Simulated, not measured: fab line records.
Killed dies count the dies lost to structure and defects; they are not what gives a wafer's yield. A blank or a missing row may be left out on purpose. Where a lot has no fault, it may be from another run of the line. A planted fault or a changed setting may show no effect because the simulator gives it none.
The tool behind it: which one? / flow rit_cmos / 7 lots, 21 wafers sampled, at 2 steps of a route of 202

WHAT EACH GAUGE READ, for each wafer
RIT_M1_RS_MEAS_01: the measuring method here is four-point-probe.
lot=L615; measured=day 3 14:41; on=film_metro-01; M1_AL_RS (ohm/sq)=0.0737 0.0736 0.0731
lot=L617; measured=day 3 23:13; on=film_metro-02; M1_AL_RS (ohm/sq)=0.0739 0.0736 0.0733
lot=L620; measured=day 4 12:58; on=film_metro-01; M1_AL_RS (ohm/sq)=0.0737 0.0740 0.0738
lot=L623; measured=day 5 04:59; on=film_metro-01; M1_AL_RS (ohm/sq)=0.0727 0.0739 0.0737
lot=L629; measured=day 6 18:43; on=film_metro-04; M1_AL_RS (ohm/sq)=0.0655 0.0734 0.0735
lot=L635; measured=day 7 22:53; on=film_metro-02; M1_AL_RS (ohm/sq)=0.0736 0.0746 0.0741
lot=L637; measured=day 8 07:10; on=film_metro-02; M1_AL_RS (ohm/sq)=0.0730 0.0722 0.0735

TOOL THAT RAN EACH LOT (tool first, then ch and the chambers of the sampled wafers, then the start)
lot=L615; RIT_M1_SPUTTER_00=pvd_sputter-01, day 3 14:23
lot=L617; RIT_M1_SPUTTER_00=pvd_sputter-01, day 3 22:53
lot=L620; RIT_M1_SPUTTER_00=pvd_sputter-02, day 4 12:38
lot=L623; RIT_M1_SPUTTER_00=pvd_sputter-03, day 5 04:41
lot=L629; RIT_M1_SPUTTER_00=pvd_sputter-01, day 6 18:24
lot=L635; RIT_M1_SPUTTER_00=pvd_sputter-02, day 7 22:35
lot=L637; RIT_M1_SPUTTER_00=pvd_sputter-02, day 8 06:53
- RIT_M1_SPUTTER_00: material Al, target thk 400 nm, time 500 s.

THE ANSWER, worked out from the rows above alone
Rule: the lots themselves supply what counts as usual. The widest of any qualifying gaps counts: lots, ordered by their means at a reading, are off when they make up no more than a third of the lots, leave a main group of 4 or more, and stand apart from it by 3 or more times the standard deviation of that group's means. Not used: any main group whose means are identical at the precision the tables above print for the reading. A lot without any number at a reading at which 4 lots or more have one is off too. The other lots that the step has rows for count as sound.
Off: L629, seen at RIT_M1_RS_MEAS_01 (M1_AL_RS). The main group has a mean of 0.0736 ohm/sq with a standard deviation of 0.00037.
If a tool, at a process step before that reading, ran all the lots that are off and no sound lot after the first of them, it fits. Those tools and the gauges at RIT_M1_RS_MEAS_01 are tried in the same way. This does not decide it: 2 tools fit, namely pvd_sputter-01 at RIT_M1_SPUTTER_00 and film_metro-04 at RIT_M1_RS_MEAS_01.

WHAT THE SIMULATOR HAD PUT IN
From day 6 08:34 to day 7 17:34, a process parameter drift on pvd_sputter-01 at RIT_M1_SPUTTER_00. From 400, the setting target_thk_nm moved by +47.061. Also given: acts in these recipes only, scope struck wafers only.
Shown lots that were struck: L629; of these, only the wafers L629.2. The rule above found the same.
